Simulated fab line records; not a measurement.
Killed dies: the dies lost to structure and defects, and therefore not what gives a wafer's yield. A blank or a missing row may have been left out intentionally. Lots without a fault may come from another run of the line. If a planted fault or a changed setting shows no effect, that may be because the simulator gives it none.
Problem report in the 8D (eight disciplines) form, filled by code | flow berkeley-cmos170 | the parts of the form that need people (team, actions taken, sign-off) are left out

## 1. THE PROBLEM
Wafers without a fault read 1200.5 nm, standard deviation 1.3; cd-nm at UCB170_NLDD_CD_MEAS_06 reads a mean of 1143.7 nm on 9 wafers belonging to 3 lots. Relative to the usual mean, that is a shift of -44 standard deviations.
The step: target cd 1200 nm.
First observed at day 8 22:29: wafer L962.3, on cd-sem-01. The record has a number at this step for 45 wafers belonging to 15 lots. Rule for "out" (also "out of limits"): further than 4 standard deviations from the usual mean. Any other wafer with a number is counted as sound.

## 2. WHAT IT IS, WHAT IT ISN'T
question                    | is                     | is not
which readings at this step | cd-nm                  | -
which lots                  | L962, L964, L966       | L955, L956, L957, L958, L959, L963, L965, L969, L971, L973, L974, L975
which wafers of those lots  | all that have a number | -
read on which gauges        | cd-sem-01, cd-sem-02   | -
when                        | from day 8 22:29       | up to then (18 sound wafers); but 18 sound wafers of L965, L969, L971, L973, L974, L975 came after

## 3. SUSPECTS, AND WHAT RULES EACH OUT
Counting: a tool at a process step up to the reading stays a suspect if it ran every lot that is out and no sound lot after the first of them.
- ruled out: the gauge at UCB170_NLDD_CD_MEAS_06. Those wafers that are out were read across 2 gauges (cd-sem-01, cd-sem-02).
- litho-track-03 at UCB170_NLDD_PEB_04: kept. It ran every lot that is out, first L962 (day 8 22:13), and no sound lot after that; its last sound lot up to then is L963 (day 8 21:38). Out on those wafers are its own readings of heater-power-total-W.
Left after counting: litho-track-03 at UCB170_NLDD_PEB_04.

## 4. THE CAUSE (what the simulator had put in)
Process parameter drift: litho-track-03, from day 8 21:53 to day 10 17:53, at UCB170_NLDD_PEB_04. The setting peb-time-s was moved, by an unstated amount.
After counting, this tool was the only one left.

## 5. THE EFFECT CHAIN, in route order
Each row: a reading whose mean over the struck wafers that have a number lies more than 3 standard deviations from the usual. Readings are gone through only where the record gives a usual standard deviation; hours: the median, over the lots, of the time from a lot's start at the first step in this table giving one to that lot's start at this step; sigmas: the change measured in usual standard deviations.
hours | step                   | reading              | usual     | on struck wafers | change | sigmas
0     | UCB170_NLDD_PEB_04     | heater-power-total-W | 56.80 W   | 70.57            | +13.77 | +99 or more
0     | UCB170_NLDD_CD_MEAS_06 | cd-nm                | 1200.5 nm | 1143.7           | -56.8  | -44
Here are the process steps it includes:
- UCB170_NLDD_PEB_04
At these later measuring or inspecting steps, every struck wafer for which the step has a row has a number for every such reading, and none has moved that far: UCB170_V1_THK_MEAS_01.

## 6. WHAT WOULD HAVE CAUGHT IT SOONER
In this record the first reading out of limits at a measuring or inspecting step was taken at day 8 22:29, 1 hour after the fault began at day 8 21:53.
The tool's own readings at UCB170_NLDD_PEB_04 were out on every struck wafer that the step has a row for (heater-power-total-W): an alarm limit on them would have fired on the first of those.
Lots out: 3; of these, L964, L966 started UCB170_NLDD_PEB_04 on litho-track-03 after day 8 22:29. A hold on the tool at that time would have spared those 2.
